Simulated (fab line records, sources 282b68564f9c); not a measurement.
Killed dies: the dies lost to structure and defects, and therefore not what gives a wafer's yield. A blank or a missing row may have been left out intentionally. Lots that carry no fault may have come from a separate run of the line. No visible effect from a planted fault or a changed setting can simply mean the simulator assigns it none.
The same fault as seen by 2 desks	flow rit cmos	numbers are kept per desk, each desk with only its own; the story behind them comes last

## THE METROLOGY DESK
Means of the sampled wafers that have a number, per lot and without regard to the tool the lot ran on: this is what the gauges read. If a lot's mean is further than 4 standard deviations from the usual mean, the lot is out of limits and carries the mark OUT (the distance appears in the brackets).
Columns: A = PRETRO_OVL at RIT_PRETRO_OVL_MEAS_06, usual -0.4 nm; B = PRETRO_TW at RIT_PRETRO_TW_MEAS_10, usual 475.3; C = FIELD_OXIDE_LEFT_2_THK at RIT_FOX2_THK_MEAS_91, usual 258 nm
lot	first seen here	A	B	C
L164	day 2 09:55	-2.5	474.7	255
L172	day 4 01:59	0.4	478.3	258
L174	day 4 10:13	2.7	476.7	253
L180	day 5 17:03	-1.2	471.4	260
L183	day 6 07:58	1.2	474.2	255
L187	day 7 04:42	-0.9	476.6	261
This desk's verdict: no lot among the 6 shows anything out of limits.

## THE TOOL OWNER'S DESK: furnace-04
The tool's own readings at RIT_GATE_OXIDATION_05 (target thk 3 nm, ox time 270 s): means of the sampled wafers that have a number, for each lot that ran on this tool. If a lot's mean is further than 4 standard deviations from the usual mean, the lot is out of limits and carries the mark OUT (the distance appears in the brackets).
Columns: A = spike tc centre C at RIT_GATE_OXIDATION_05, usual 903.3 C; B = spike tc source C at RIT_GATE_OXIDATION_05, usual 922.1 C; C = tube center temp C at RIT_GATE_OXIDATION_05, usual 900 C; D = tube_center_temp_C_max at RIT_GATE_OXIDATION_05, usual 902.3
lot	first seen here	A	B	C	D
L164	day 2 11:04	904.9	922.2	900	902.3
L172	day 4 03:24	899.0	915.9	895 (-59) OUT	897.5 (-12) OUT
L174	day 4 11:22	900.2	916.2	895 (-58) OUT	897.1 (-13) OUT
This desk's verdict: out of limits on L172, L174, starting with L172 at day 4 03:24 (tube center temp C at RIT_GATE_OXIDATION_05). In limits: L164.

## BROUGHT TOGETHER
The tool owner's desk could have raised an alarm at day 4 03:24, on L172, L174.
Metrology desk: nothing out of limits seen.
The metrology desk has L172, L174 on record, within its limits.
All the named lots went through RIT_GATE_OXIDATION_05 on furnace-04.

## WHAT THE SIMULATOR PUT IN
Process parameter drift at RIT_GATE_OXIDATION_05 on furnace-04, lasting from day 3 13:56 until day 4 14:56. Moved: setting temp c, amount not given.
Struck lots among those shown: L172, L174.
Delay in hours, fault start to first out-of-limits reading, by desk: the tool owner's desk at 13.
